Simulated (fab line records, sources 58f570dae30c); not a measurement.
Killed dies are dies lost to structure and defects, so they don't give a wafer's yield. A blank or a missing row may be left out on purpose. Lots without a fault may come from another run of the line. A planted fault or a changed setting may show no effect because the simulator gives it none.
fab line records | flow berkeley_cmos170
record lots=5 wafers=23
route steps=331 shown NWELL@15 PWELL@49 PFIELD@86 SACOX@98 GATE@130 PLDD@148 NLDD@166 PSD@178
start_h: hours from the record's first day to the start of the lot's first wafer shown | wait_h: hours since the lot's step before | " the same as in the row above | L1.1+2: a row that stands for several wafers | - no value, or no start given | * or withheld: withheld | < > ~ a bound
route shown NAME@n: a module of which the file shows steps, and the number in the route of the first | usual: mean/standard deviation of fault-free wafers | same: alike in all rows | chamber/n: place in a boat | sites: the reading at each site | _std_site: their standard deviation | _edge_site: outer sites' mean less inner sites' | radius_mm: how far each site lies from the wafer's centre | mask NAME#n: copy n | behind: the tool/chamber that last shaped the wafer | hold: why the lot was held/for how many hours/how that ended | device: the transistor (n, p or np) that didn't switch | end of line: the same wafers' tests at the end of the route | a step without rows: its recipe alone | killed: dies lost to structure and defects at the first sort, not the wafer's yield | map: a wafer's dies, x killed, . not, _ none there
set.NAME: the setting as run; set.NAME@STEP: as run at that earlier step | model.NAME: the simulator's own value behind a step, which no gauge read
lots whose settings were changed on purpose; a table a step, a row a wafer
## steps
# step UCB170_NWELL_OXIDATION_01
# recipe temp_c=1000 ambient=O2 target_thk_a=264 ox_time_s=1260
# columns lot.wafer tool chamber start_h wait_h set.ox_time_s model.SiO2_of_NWELL_OXIDATION_01.thk_nm
L074.1 furnace-04 0 22.04 3.6 1260 26.33
L074.4 " 0 " " 1260 26.71
L074.5 " 0 " " 1260 25.93
L079.1 - - - 2.8 1260 25.15
L079.2 " - " " 1260 25.7
L079.3 " - " " 1260 25.88
L079.4 " - " " 1260 25.92
L079.6 " - " " 1260 25.17
L081.1 - - - 1.5 1351 27.19
L081.2 " - " " 1351 27.57
L081.3+6 " - " " 1351 27.03
L081.5 " - " " 1351 26.96
L082.1 - - - 0.8 1260 25.7
L082.2 " - " " 1260 25.18
L082.3 " - " " 1260 25.76
L082.4 " - " " 1260 25.39
L082.5 " - " " 1260 25.62
L084.1 - - - 5.5 1134 24.31
L084.2 " - " " 1134 23.95
L084.3 " - " " 1134 23.81
L084.4 " - " " 1134 24.19
L084.6 " - " " 1134 24.2
# step UCB170_NWELL_IMPLANT_14
# recipe species=P dose_cm2=1e+13 energy_kev=150 tilt_deg=7
# columns lot.wafer tool chamber start_h wait_h set.energy_kev model.implant.rp_nm model.implant.drp_nm
L074.1+4+5 implanter-04 0 29.52 0.1 150 186.9 62.72
L079.1+2+3 implanter-01 0 53.84 0.1 145 178.5 61.09
L079.4+6 " 0 " " 150 184.9 62.72
L082.1+3 implanter-02 0 70.83 0.1 150 181.2 62.72
L082.2+4+5 " 0 " " 145.7 175.8 61.32
L081.1+6 implanter-01 0 71.13 0.1 150 185.2 62.72
L081.2+3+5 " 0 " " 154.2 190.6 64.04
L084.1+2+6 implanter-02 0 88.79 0.1 150 185.6 62.72
L084.3+4 " 0 " " 153.1 189.5 63.7
# step UCB170_PWELL_IMPLANT_15
# recipe species=B dose_cm2=5e+12 energy_kev=60 tilt_deg=7
# columns lot.wafer tool chamber start_h wait_h set.energy_kev model.implant.rp_nm model.implant.drp_nm
L074.1+4+5 implanter-02 0 50.63 0.1 60 191.2 64.7
L079.1+2+6 implanter-03 0 74.60 0.1 60 188.2 64.7
L079.3+4 " 0 " " 62.41 197.4 66.05
L082.1+3+5 implanter-03 0 92.63 0.1 60 195 64.7
L082.2+4 " 0 " " 63.38 209.4 66.58
L081.1+2+3+5+6 implanter-02 0 92.76 0.1 60 203.1 64.7
L084.1+2+4 implanter-03 0 111.90 0.1 60 189.6 64.7
L084.3+6 " 0 " " 57.83 183.3 63.44
# step UCB170_PFIELD_IMPLANT_07
# recipe species=B dose_cm2=2e+13 energy_kev=80 tilt_deg=7
# columns lot.wafer tool chamber start_h wait_h set.energy_kev model.implant.drp_nm
L074.1+4+5 implanter-03 0 86.57 0.0 80 74.86
L079.1+2+3+4+6 implanter-01 0 110.50 0.0 80 74.86
L082.1+4 implanter-04 0 131.56 0.0 83.07 76.19
L082.2+3+5 " 0 " " 80 74.86
L081.1+2+3 implanter-01 0 131.80 0.0 77.7 73.81
L081.5+6 " 0 " " 80 74.86
L084.1+2+3+4+6 implanter-03 0 155.79 0.0 80 74.86
# step UCB170_SACOX_OXIDATION_01
# recipe temp_c=900 ambient=O2 target_thk_a=144 ox_time_s=2400
# columns lot.wafer tool chamber start_h wait_h set.temp_c model.SiO2_of_SACOX_OXIDATION_01.thk_nm
L074.1 furnace-04 0 108.85 4.1 900 14.47
L074.4 " 0 " " 900 14.17
L074.5 " 0 " " 900 14.23
L079.1 - - - 6.7 900 14.99
L079.2 " - " " 900 14.71
L079.3 " - " " 900 14.79
L079.4 " - " " 900 14.9
L079.6 " - " " 900 14.72
L081.1 - - - 1.9 891.4 13.83
L081.2 " - " " 891.4 13.81
L081.3 " - " " 891.4 13.53
L081.5 " - " " 891.4 13.9
L081.6 " - " " 891.4 13.48
L082.1 - - - 5.8 914.1 16.7
L082.2 " - " " 914.1 17
L082.3 " - " " 914.1 16.88
L082.4 " - " " 914.1 16.84
L082.5 " - " " 914.1 16.85
L084.1 - - - 5.7 900 14.24
L084.2 " - " " 900 14.31
L084.3 " - " " 900 14.51
L084.4 " - " " 900 14.61
L084.6 " - " " 900 14.7
# step UCB170_SACOX_THK_MEAS_02
# recipe reads=SiO2_of_SACOX_OXIDATION_01
# usual SACOX_OXIDE_THK=14.4/0.32
# columns lot.wafer tool chamber start_h wait_h set.temp_c@SACOX_OXIDATION_01 SACOX_OXIDE_THK[nm]
L074.1 film_metro-04 - 110.52 0.0 900 14.4
L074.4 " - " " 900 14.2
L074.5 " - " " 900 14.3
L079.1 film_metro-01 - - - 900 15.0
L079.2 " - " " 900 14.8
L079.3 " - " " 900 14.8
L079.4 " - " " 900 14.9
L079.6 " - " " 900 14.7
L081.1 film_metro-01 - - - 891.4 13.9
L081.2 " - " " 891.4 13.8
L081.3 " - " " 891.4 13.6
L081.5 " - " " 891.4 13.9
L081.6 " - " " 891.4 13.5
L082.1 film_metro-02 - - - 914.1 16.7
L082.2 " - " " 914.1 17.0
L082.3 " - " " 914.1 16.9
L082.4 " - " " 914.1 16.8
L082.5 " - " " 914.1 16.9
L084.1 film_metro-02 - - - 900 14.3
L084.2 " - " " 900 14.3
L084.3 " - " " 900 14.5
L084.4 " - " " 900 14.6
L084.6 " - " " 900 14.7
# step UCB170_GATE_CVD_04
# recipe material=poly-Si temp_c=610 precursor=SiH4 time_s=1440 pressure_mtorr=375 target_thk_nm=214 sih4_flow_sccm=120
# columns lot.wafer tool chamber start_h wait_h set.pressure_mtorr model.poly-Si_of_GATE_CVD_04.thk_nm
L074.1 lpcvd-01 0 139.90 0.1 375 214.3
L074.4 " 0 " " 375 214.9
L074.5 " 0 " " 375 214.6
L079.1 - - - 1.4 402.1 222.9
L079.2 " - " " 402.1 225.7
L079.3 " - " " 402.1 224.5
L079.4 " - " " 402.1 222.3
L079.6 " - " " 402.1 223.4
L081.1 - - - 0.0 360.2 210.8
L081.2+3 " - " " 360.2 212
L081.5 " - " " 360.2 209.6
L081.6 " - " " 360.2 211.5
L082.1 - - - 0.0 375 216.3
L082.2 " - " " 375 214.8
L082.3 " - " " 375 213.1
L082.4 " - " " 375 215.4
L082.5 " - " " 375 215.7
L084.1 - - - 0.0 319 197
L084.2 " - " " 319 197.4
L084.3 " - " " 319 195.3
L084.4 " - " " 319 194.8
L084.6 " - " " 319 194.3
# step UCB170_GATE_THK_MEAS_05
# recipe reads=poly-Si_of_GATE_CVD_04
# usual GATE_POLY_THK=214.6/1.9
# columns lot.wafer tool chamber start_h wait_h set.pressure_mtorr@GATE_CVD_04 GATE_POLY_THK[nm]
L074.1 film_metro-01 - 141.40 0.1 375 214.4
L074.4 " - " " 375 215.0
L074.5 " - " " 375 214.4
L079.1 film_metro-02 - - - 402.1 222.9
L079.2 " - " " 402.1 225.6
L079.3 " - " " 402.1 224.7
L079.4 " - " " 402.1 222.2
L079.6 " - " " 402.1 223.4
L081.1 film_metro-04 - - - 360.2 210.9
L081.2 " - " " 360.2 211.8
L081.3 " - " " 360.2 212.1
L081.5 " - " " 360.2 209.6
L081.6 " - " " 360.2 211.7
L082.1 film_metro-02 - - - 375 216.2
L082.2 " - " " 375 214.8
L082.3 " - " " 375 213.0
L082.4 " - " " 375 215.3
L082.5 " - " " 375 215.7
L084.1 film_metro-01 - - - 319 197.0
L084.2 " - " " 319 197.4
L084.3 " - " " 319 195.3
L084.4 " - " " 319 194.9
L084.6 " - " " 319 194.3
# step UCB170_GATE_EXPOSE_09
# recipe mask_id=POLY target_cd_nm=350 na=0.5 sigma_outer=0.6 source_shape=conventional dose_mj=21
# columns lot.wafer tool chamber start_h wait_h mask set.dose_mj
L074.1+4+5 krf_scanner-01 0 142.69 - POLY#0 21
L079.1+4+6 krf_scanner-01 0 166.65 - POLY#0 20.27
L079.2+3 " 0 " " POLY#0 21
L081.1+3+6 krf_scanner-02 0 182.65 - POLY#0 21
L081.2+5 " 0 " " POLY#0 22.16
L082.1+3+5 krf_scanner-02 0 182.88 - POLY#0 21
L082.2+4 " 0 " " POLY#0 22.33
L084.1+3 krf_scanner-02 0 204.32 - POLY#0 21
L084.2+4+6 " 0 " " POLY#0 21.49
# step UCB170_GATE_PEB_10
# recipe peb_temp_c=130 peb_time_s=withheld resist=KrF
# step UCB170_GATE_DEVELOP_11
# recipe developer=TMAH develop_time_s=45 resist=KrF dev_temp_c=21
# step UCB170_GATE_CD_MEAS_12
# recipe target_cd_nm=350
# usual cd_nm=350.4/1.6
# columns lot.wafer tool chamber start_h wait_h set.dose_mj@GATE_EXPOSE_09 cd_nm
L074.1 cd_sem-01 - 143.30 - 21 350.8
L074.4 " - " " 21 350.9
L074.5 " - " " 21 350.4
L079.1 cd_sem-01 - 167.52 - 20.27 354.9
L079.2 " - " " 21 349.1
L079.3 " - " " 21 349.7
L079.4 " - " " 20.27 354.5
L079.6 " - " " 20.27 354.1
L081.1 cd_sem-02 - 183.28 - 21 349.8
L081.2 " - " " 22.16 340.1
L081.3 " - " " 21 349.2
L081.5 " - " " 22.16 340.2
L081.6 " - " " 21 349.3
L082.1 cd_sem-02 - 183.40 - 21 351.3
L082.2 " - " " 22.33 340.0
L082.3 " - " " 21 350.5
L082.4 " - " " 22.33 340.4
L082.5 " - " " 21 351.3
L084.1 cd_sem-01 - 204.71 - 21 348.2
L084.2 " - " " 21.49 345.6
L084.3 " - " " 21 349.1
L084.4 " - " " 21.49 345.4
L084.6 " - " " 21.49 344.0
# step UCB170_GATE_ETCH_14
# recipe chemistry=N2/H2 target_depth_a=withheld overetch_a=withheld target=BARC time_s=withheld source_w=500 bias_w=100 pressure_mtorr=30 n2_flow_sccm=100 h2_flow_sccm=200
# step UCB170_GATE_ETCH_15
# recipe chemistry=HBr/Cl2 target=poly-Si stop_on=SiO2 over_etch_frac=0.3 icp_w=300 bias_w=150 time_s=56.3 pressure_mtorr=15 HBr_flow_sccm=150 Cl2_flow_sccm=50 target_depth_a=2782
# columns lot.wafer tool chamber start_h wait_h set.pressure_mtorr@GATE_CVD_04 set.dose_mj@GATE_EXPOSE_09 model.etch.depth_nm model.GATE.feature_depth_nm model.GATE.cd_nm
L074.1 rie_si-02 1 143.50 - 375 21 214.3 214.3 351
L074.4 " 1 " " 375 21 214.9 214.9 350.6
L074.5 " 3 " " 375 21 214.6 214.6 350.6
L079.1 rie_si-01 1 167.72 - 402.1 20.27 222.9 222.9 355
L079.2 " 2 " " 402.1 21 225.7 225.7 349.4
L079.3 " 0 " " 402.1 21 224.5 224.5 349.5
L079.4 " 1 " " 402.1 20.27 222.3 222.3 354.8
L079.6 " 0 " " 402.1 20.27 223.4 223.4 353.8
L081.1 rie_si-02 1 183.48 - 360.2 21 - 210.8 349.7
L081.2 " 3 " " 360.2 22.16 212 212 340.9
L081.3 " 0 " " 360.2 21 212 212 349.5
L081.5 " 1 " " 360.2 22.16 - 209.6 341.2
L081.6 " 3 " " 360.2 21 - 211.5 348.9
L082.1 rie_si-02 3 183.60 - 375 21 216.3 216.3 351.4
L082.2 " 1 " " 375 22.33 214.8 214.8 340.2
L082.3 " 0 " " 375 21 - 213.1 350.7
L082.4 " 0 " " 375 22.33 215.4 215.4 339.2
L082.5 " 3 " " 375 21 - 215.7 350.9
L084.1 rie_si-01 2 204.91 - 319 21 197 197 348.1
L084.2 " 1 " " 319 21.49 197.4 197.4 345.2
L084.3 " 3 " " 319 21 195.3 195.3 349.7
L084.4 " 0 " " 319 21.49 194.8 194.8 344.8
L084.6 " 0 " " 319 21.49 194.3 194.3 344.1
# step UCB170_GATE_STRIP_16
# recipe chemistry=O2 power_w=400 pressure_mtorr=3500 platen_temp_c=withheld o2_flow_sccm=400 overash_fraction=0.5
# step UCB170_GATE_CD_MEAS_90
# recipe target_cd_nm=350
# usual cd_nm=350.5/1.5
# columns lot.wafer tool chamber start_h wait_h set.dose_mj@GATE_EXPOSE_09 cd_nm
L074.1 cd_sem-02 - 143.65 0.1 21 351.0
L074.4 " - " " 21 350.6
L074.5 " - " " 21 350.5
L079.1 cd_sem-02 - 167.87 0.1 20.27 355.2
L079.2 " - " " 21 349.4
L079.3 " - " " 21 349.3
L079.4 " - " " 20.27 354.8
L079.6 " - " " 20.27 353.7
L081.1 cd_sem-02 - 183.63 0.1 21 349.9
L081.2 " - " " 22.16 341.0
L081.3 " - " " 21 349.4
L081.5 " - " " 22.16 341.4
L081.6 " - " " 21 349.4
L082.1 cd_sem-02 - 183.75 0.1 21 351.2
L082.2 " - " " 22.33 340.2
L082.3 " - " " 21 350.6
L082.4 " - " " 22.33 339.2
L082.5 " - " " 21 350.8
L084.1 cd_sem-02 - 205.06 0.1 21 348.3
L084.2 " - " " 21.49 344.9
L084.3 " - " " 21 349.8
L084.4 " - " " 21.49 344.7
L084.6 " - " " 21.49 344.1
# step UCB170_PLDD_EXPOSE_03
# recipe mask_id=PSELECT na=0.5 sigma_outer=0.6 source_shape=conventional target_cd_nm=1200 dose_mj=30
# columns lot.wafer tool chamber start_h wait_h mask set.dose_mj
L074.1+4+5 krf_scanner-01 0 145.03 0.1 PSELECT#0 30
L079.1+2+3+4+6 krf_scanner-01 0 168.85 0.2 PSELECT#0 30
L081.1+2+3+5+6 krf_scanner-02 0 185.01 0.2 PSELECT#0 30
L082.1+2+3 krf_scanner-02 0 185.34 0.1 PSELECT#0 30
L082.4+5 " 0 " " PSELECT#0 29.18
L084.1+4 krf_scanner-02 0 205.80 0.1 PSELECT#0 28.09
L084.2+3+6 " 0 " " PSELECT#0 30
# step UCB170_PLDD_PEB_04
# recipe peb_temp_c=130 peb_time_s=withheld resist=KrF
# step UCB170_PLDD_DEVELOP_05
# recipe developer=TMAH develop_time_s=45 resist=KrF dev_temp_c=21
# step UCB170_PLDD_CD_MEAS_06
# recipe target_cd_nm=1200
# usual cd_nm=1199.5/1.9
# columns lot.wafer tool chamber start_h wait_h set.dose_mj@PLDD_EXPOSE_03 cd_nm
L074.1 cd_sem-02 - 145.42 - 30 1196.5
L074.4 " - " " 30 1197.1
L074.5 " - " " 30 1196.7
L079.1 cd_sem-01 - 169.45 - 30 1202.2
L079.2 " - " " 30 1201.6
L079.3 " - " " 30 1202.3
L079.4 " - " " 30 1202.1
L079.6 " - " " 30 1200.2
L081.1 cd_sem-01 - 185.40 - 30 1200.4
L081.2 " - " " 30 1201.2
L081.3 " - " " 30 1200.5
L081.5 " - " " 30 1198.7
L081.6 " - " " 30 1199.8
L082.1 cd_sem-01 - 185.73 - 30 1197.5
L082.2 " - " " 30 1199.9
L082.3 " - " " 30 1198.8
L082.4 " - " " 29.18 1193.1
L082.5 " - " " 29.18 1194.1
L084.1 cd_sem-02 - 206.29 - 28.09 1190.2
L084.2 " - " " 30 1201.9
L084.3 " - " " 30 1203.3
L084.4 " - " " 28.09 1191.4
L084.6 " - " " 30 1202.4
# step UCB170_NLDD_IMPLANT_08
# recipe species=As dose_cm2=5e+13 energy_kev=30 tilt_deg=7 rotation_deg=0
# columns lot.wafer tool chamber start_h wait_h set.dose_cm2
L074.1+4+5 implanter-01 0 147.35 0.0 5e+13
L079.1+2+6 implanter-04 0 171.48 0.0 5e+13
L079.3+4 " 0 " " 5.272e+13
L081.1+2+3+5+6 implanter-04 0 187.33 0.0 5e+13
L082.1+4+5 implanter-03 0 187.68 0.0 4.676e+13
L082.2+3 " 0 " " 5e+13
L084.1+2+3+4+6 implanter-01 0 208.24 0.0 5e+13
# step UCB170_PSD_EXPOSE_03
# recipe mask_id=PSELECT_MOD na=0.5 sigma_outer=0.6 source_shape=conventional target_cd_nm=1200 dose_mj=30
# columns lot.wafer tool chamber start_h wait_h mask set.dose_mj
L074.1+4+5 krf_scanner-01 0 155.83 0.3 PSELECT_MOD#0 30
L079.1+3+6 krf_scanner-02 0 179.99 0.5 PSELECT_MOD#0 27.81
L079.2+4 " 0 " " PSELECT_MOD#0 30
L081.1+2+3+5+6 krf_scanner-01 0 196.48 0.2 PSELECT_MOD#0 30
L082.1+5 krf_scanner-01 0 197.05 0.4 PSELECT_MOD#0 30
L082.2+3+4 " 0 " " PSELECT_MOD#0 28.69
L084.1+2+3 krf_scanner-02 0 216.06 0.2 PSELECT_MOD#0 30
L084.4+6 " 0 " " PSELECT_MOD#0 30.65
# step UCB170_PSD_PEB_04
# recipe peb_temp_c=128.9 peb_time_s=withheld resist=KrF
# step UCB170_PSD_DEVELOP_05
# recipe developer=TMAH develop_time_s=45 resist=KrF dev_temp_c=21
# step UCB170_PSD_CD_MEAS_06
# recipe target_cd_nm=1200
# usual cd_nm=1199.7/1.8
# columns lot.wafer tool chamber start_h wait_h set.dose_mj@PSD_EXPOSE_03 cd_nm
L074.1 cd_sem-02 - 156.61 - 30 1202.4
L074.4 " - " " 30 1201.8
L074.5 " - " " 30 1202.4
L079.1 cd_sem-02 - 180.38 - 27.81 1188.1
L079.2 " - " " 30 1200.3
L079.3 " - " " 27.81 1188.6
L079.4 " - " " 30 1201.8
L079.6 " - " " 27.81 1188.7
L081.1 cd_sem-01 - 197.51 - 30 1199.9
L081.2 " - " " 30 1199.8
L081.3 " - " " 30 1202.1
L081.5 " - " " 30 1200.4
L081.6 " - " " 30 1201.2
L082.1 cd_sem-01 - 197.98 - 30 1195.3
L082.2 " - " " 28.69 1188.5
L082.3 " - " " 28.69 1188.8
L082.4 " - " " 28.69 1188.8
L082.5 " - " " 30 1196.1
L084.1 cd_sem-01 - 216.98 - 30 1198.6
L084.2 " - " " 30 1199.1
L084.3 " - " " 30 1199.7
L084.4 " - " " 30.65 1202.3
L084.6 " - " " 30.65 1202.3
## key
split step=UCB170_NWELL_OXIDATION_01 setting=ox_time_s stated=1260 by=lot
response step=UCB170_NWELL_OXIDATION_01 reading=model.SiO2_of_NWELL_OXIDATION_01.thk_nm change=+0.176 per=1% r=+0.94
split step=UCB170_NWELL_IMPLANT_14 setting=energy_kev stated=150 by=wafer
response step=UCB170_NWELL_IMPLANT_14 reading=model.implant.rp_nm change=+1.92 per=1% r=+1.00
response step=UCB170_NWELL_IMPLANT_14 reading=model.implant.drp_nm change=+0.483 per=1% r=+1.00
split step=UCB170_PWELL_IMPLANT_15 setting=energy_kev stated=60 by=wafer
response step=UCB170_PWELL_IMPLANT_15 reading=model.implant.rp_nm change=+2.31 per=1% r=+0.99
response step=UCB170_PWELL_IMPLANT_15 reading=model.implant.drp_nm change=+0.338 per=1% r=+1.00
split step=UCB170_PFIELD_IMPLANT_07 setting=energy_kev stated=80 by=wafer
response step=UCB170_PFIELD_IMPLANT_07 reading=model.implant.drp_nm change=+0.353 per=1% r=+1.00
split step=UCB170_SACOX_OXIDATION_01 setting=temp_c stated=900 by=lot
response step=UCB170_SACOX_OXIDATION_01 reading=model.SiO2_of_SACOX_OXIDATION_01.thk_nm change=+1.28 per=1% r=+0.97
response step=UCB170_SACOX_THK_MEAS_02 reading=SACOX_OXIDE_THK change=+1.27 per=1% r=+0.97
split step=UCB170_GATE_CVD_04 setting=pressure_mtorr stated=375 by=lot
response step=UCB170_GATE_CVD_04 reading=model.poly-Si_of_GATE_CVD_04.thk_nm change=+1.26 per=1% r=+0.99
response step=UCB170_GATE_THK_MEAS_05 reading=GATE_POLY_THK change=+1.26 per=1% r=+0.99
response step=UCB170_GATE_ETCH_15 reading=model.etch.depth_nm change=+1.26 per=1% r=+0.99
response step=UCB170_GATE_ETCH_15 reading=model.GATE.feature_depth_nm change=+1.26 per=1% r=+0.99
split step=UCB170_GATE_EXPOSE_09 setting=dose_mj stated=21 by=wafer
response step=UCB170_GATE_CD_MEAS_12 reading=cd_nm change=-1.65 per=1% r=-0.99
response step=UCB170_GATE_ETCH_15 reading=model.GATE.cd_nm change=-1.64 per=1% r=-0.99
response step=UCB170_GATE_CD_MEAS_90 reading=cd_nm change=-1.66 per=1% r=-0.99
split step=UCB170_PLDD_EXPOSE_03 setting=dose_mj stated=30 by=wafer
response step=UCB170_PLDD_CD_MEAS_06 reading=cd_nm change=+1.85 per=1% r=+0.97
split step=UCB170_NLDD_IMPLANT_08 setting=dose_cm2 stated=5e+13 by=wafer
response none in this file
split step=UCB170_PSD_EXPOSE_03 setting=dose_mj stated=30 by=wafer
response step=UCB170_PSD_CD_MEAS_06 reading=cd_nm change=+1.68 per=1% r=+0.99
